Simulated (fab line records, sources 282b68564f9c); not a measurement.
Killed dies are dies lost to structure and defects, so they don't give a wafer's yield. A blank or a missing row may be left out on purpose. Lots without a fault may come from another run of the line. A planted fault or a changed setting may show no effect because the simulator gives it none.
A struck lot beside a sound one | flow rit_cmos | 16 steps out of a route of 202
Sound: wafers L988.3, L988.4, L988.6. Struck: wafer L100.2. (L100.4, L100.5 of the same lot were not struck and are left out.) The cause comes at the end.
At each step with rows: each side's tool, then ch and its chambers, then its first start. Under that, the readings that differ: sound wafers | struck wafers | difference of the means | sigmas: that difference in standard deviations of wafers without a fault.
alike: readings whose means differ by less than 2 such deviations, and words and numbers that are the same on both sides. not compared: withheld readings, readings that some wafer has no value for, bounds like >300 that may hide the same value, and numbers for which the record gives no deviation and whose values overlap.
The two part at a step that has a row with sigmas, a row that says differs or no value, or rows on one side only. Numbers that don't overlap but have no deviation are shown without sigmas and don't part them. A reading that every wafer of one side lacks parts them only if that side has two wafers or more.

RIT_SDANNEAL_RTA_03: time 5 s.
  sound on rtp_anneal-01 ch 0, day 4 17:43; struck on rtp_anneal-01 ch 0, day 7 05:34
  alike: wafer_temp_C_max
RIT_SDANNEAL_RS_MEAS_04: measures by four-point-probe.
  sound on film_metro-01, day 4 17:47; struck on film_metro-01, day 7 05:38
  reading         | sound             | struck | difference | sigmas
  PSD_RS (ohm/sq) | 115.3 115.0 114.9 | 116.1  | +1.0       | +3
RIT_SDANNEAL_RS_MEAS_05: measures by four-point-probe.
  sound on film_metro-01, day 4 17:54; struck on film_metro-01, day 7 05:46
  alike: NSD_RS
RIT_SDANNEAL_RS_MEAS_06: measures by four-point-probe.
  sound on film_metro-01, day 4 18:01; struck on film_metro-01, day 7 05:53
  alike: PLDD_RS
RIT_SDANNEAL_RS_MEAS_07: measures by four-point-probe.
  sound on film_metro-01, day 4 18:08; struck on film_metro-01, day 7 06:00
  alike: NLDD_RS
then, 1 step without rows for these wafers: RIT_SILICIDE_WET_ETCH_00 (etches SiO2 in BOE, target depth 14 nm, time 15 s).
RIT_SILICIDE_SPUTTER_01: material Ti, target thk 30 nm, time 240 s.
  sound on pvd_sputter-01, day 4 18:14; struck on pvd_sputter-01, day 7 06:07
  reading                | sound          | struck | difference | sigmas
  throttle_valve_pct (%) | 29.4 30.1 29.2 | 31.2   | +1.6       | +3
RIT_SILICIDE_RS_MEAS_02: measures by four-point-probe.
  sound on film_metro-03, day 4 18:26; struck on film_metro-01, day 7 06:17
  alike: SILICIDE_TI_RS
RIT_SILICIDE_THK_MEAS_03: measures by xrf.
  sound on film_metro-03, day 4 18:32; struck on film_metro-01, day 7 06:23
  alike: SILICIDE_TI_THK
RIT_SILICIDE_RTA_04: time 10 s, ramp up 5 s, ramp down 5 s.
  sound on rtp_anneal-02 ch 0, day 4 18:35; struck on rtp_anneal-02 ch 0, day 7 06:27
  alike: wafer_temp_C_max
then, 1 step without rows for these wafers: RIT_SILICIDE_WET_ETCH_05 (etches Ti in SPM, time 120 s).
RIT_SILICIDE_RTA_06: time 10 s, ramp up 5 s, ramp down 10 s.
  sound on rtp_anneal-01 ch 0, day 4 18:42; struck on rtp_anneal-01 ch 0, day 7 06:34
  alike: wafer_temp_C_max
RIT_CONTACT_CVD_00: deposits SiO2 from TEOS, target thk 400 nm, time 61 s.
  sound on pecvd-04 ch 1,2, day 4 18:44; struck on pecvd-04 ch 0, day 7 06:37
  reading            | sound       | struck | difference | sigmas
  heater_power_w (W) | 395 405 335 | 199    | -179       | -3
RIT_CONTACT_THK_MEAS_01:
  sound on film_metro-01, day 4 18:49; struck on film_metro-02, day 7 06:41
  reading               | sound       | struck | difference | sigmas
  CONTACT_TEOS_THK (nm) | 397 405 400 | 360    | -41        | -8
then, 2 steps without rows for these wafers: RIT_CONTACT_HMDS_02 (prime time 60 s); RIT_M1_PROBE_99.

WHERE THEY PART
First at RIT_SDANNEAL_RS_MEAS_04; last, within this record, at RIT_CONTACT_THK_MEAS_01.

WHY: what the simulator had put in
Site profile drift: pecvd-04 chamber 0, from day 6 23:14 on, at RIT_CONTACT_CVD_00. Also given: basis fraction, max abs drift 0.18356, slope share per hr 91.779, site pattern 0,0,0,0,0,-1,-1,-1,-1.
